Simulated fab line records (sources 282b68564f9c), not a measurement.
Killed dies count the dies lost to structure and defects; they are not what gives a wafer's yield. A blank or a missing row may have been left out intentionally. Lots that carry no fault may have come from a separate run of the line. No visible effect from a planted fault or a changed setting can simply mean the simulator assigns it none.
A struck lot beside a sound one | flow rit-cmos | 15 out of 202 route steps
Sound: the wafers L519.1, L519.3, L519.6. Struck: wafers L513.1, L513.3, L513.6. The cause is given at the end.
Per side, at each step with rows, come the tool, then ch with its chambers, and then its first start. Under that, the readings that differ: sound wafers | struck wafers | difference of the means | sigmas: that difference in standard deviations of wafers without a fault.
alike: readings whose means differ by less than 2 such deviations, and words and numbers that are the same on both sides. not compared: withheld readings, readings that some wafer has no value for, bounds like >300 that may hide the same value, and numbers for which the record gives no deviation and whose values overlap.
Wherever a step has rows on one side only, a row that says differs or no value, or a row with sigmas, the two part there. Numbers that don't overlap but have no deviation are shown without sigmas and don't part them. Lack of a reading on every wafer of one side parts them only where that side has two or more wafers.

RIT_NSD_TW_MEAS_10:
  struck on film-metro-02, day 5 15:30; sound on film-metro-01, day 7 03:47
  alike: NSD_TW
then, 6 steps without rows for these wafers: RIT_PSD_HMDS_00 (prime time 60 s); RIT_PSD_COAT_01 (resist thk 1000 nm); RIT_PSD_SOFTBAKE_02 (time 60 s); RIT_PSD_EXPOSE_03 (exposes mask M10, target cd 40900 nm); RIT_PSD_PEB_04; RIT_PSD_DEVELOP_05 (develop time 50 s).
RIT_PSD_OVL_MEAS_06:
  struck on overlay-02, day 5 16:38; sound on overlay-02, day 7 04:42
  alike: PSD_OVL
then, 2 steps without rows for these wafers: RIT_PSD_HARDBAKE_07 (time 60 s); RIT_PSD_IMPLANT_08.
RIT_PSD_STRIP_09: strips in O2, time 180 s.
  sound on plasma-asher-01 ch 0,1, day 7 05:02; struck on plasma-asher-01 ch 0,1, day 5 16:59
  alike: drypump-motor-current-A, o2-flow-sccm
  not compared: rf-hours-counter-h
RIT_PSD_TW_MEAS_10:
  struck on film-metro-01, day 5 17:09; sound on film-metro-02, day 7 05:14
  alike: PSD_TW
RIT_SDANNEAL_CLEAN_00: cleans in SC1, time 600 s.
  sound on wet-bench-01 ch 1, day 7 05:17; struck on wet-bench-04 ch 0, day 5 17:13
  no value came back on the struck wafers for bath-guard-temp-C (C), bath-heat-duty-pct (%); on the sound wafers bath-guard-temp-C (C) reads 74.4 74.1 74.8
then, 1 step without rows for these wafers: RIT_SDANNEAL_CLEAN_01 (cleans in dHF, time 30 s).
RIT_M1_PROBE_99:
  struck on prober-01, day 6 01:51; sound on prober-02, day 7 13:22
  alike: killed_at_M0_to_M3, killed-at-front-end, killed-dies, killed-open, killed-short

## WHERE THEY PART
Within this record, at RIT_SDANNEAL_CLEAN_00 only. Later steps at which nothing parts them and some readings are alike: RIT_M1_PROBE_99.

WHY: what the simulator had put in
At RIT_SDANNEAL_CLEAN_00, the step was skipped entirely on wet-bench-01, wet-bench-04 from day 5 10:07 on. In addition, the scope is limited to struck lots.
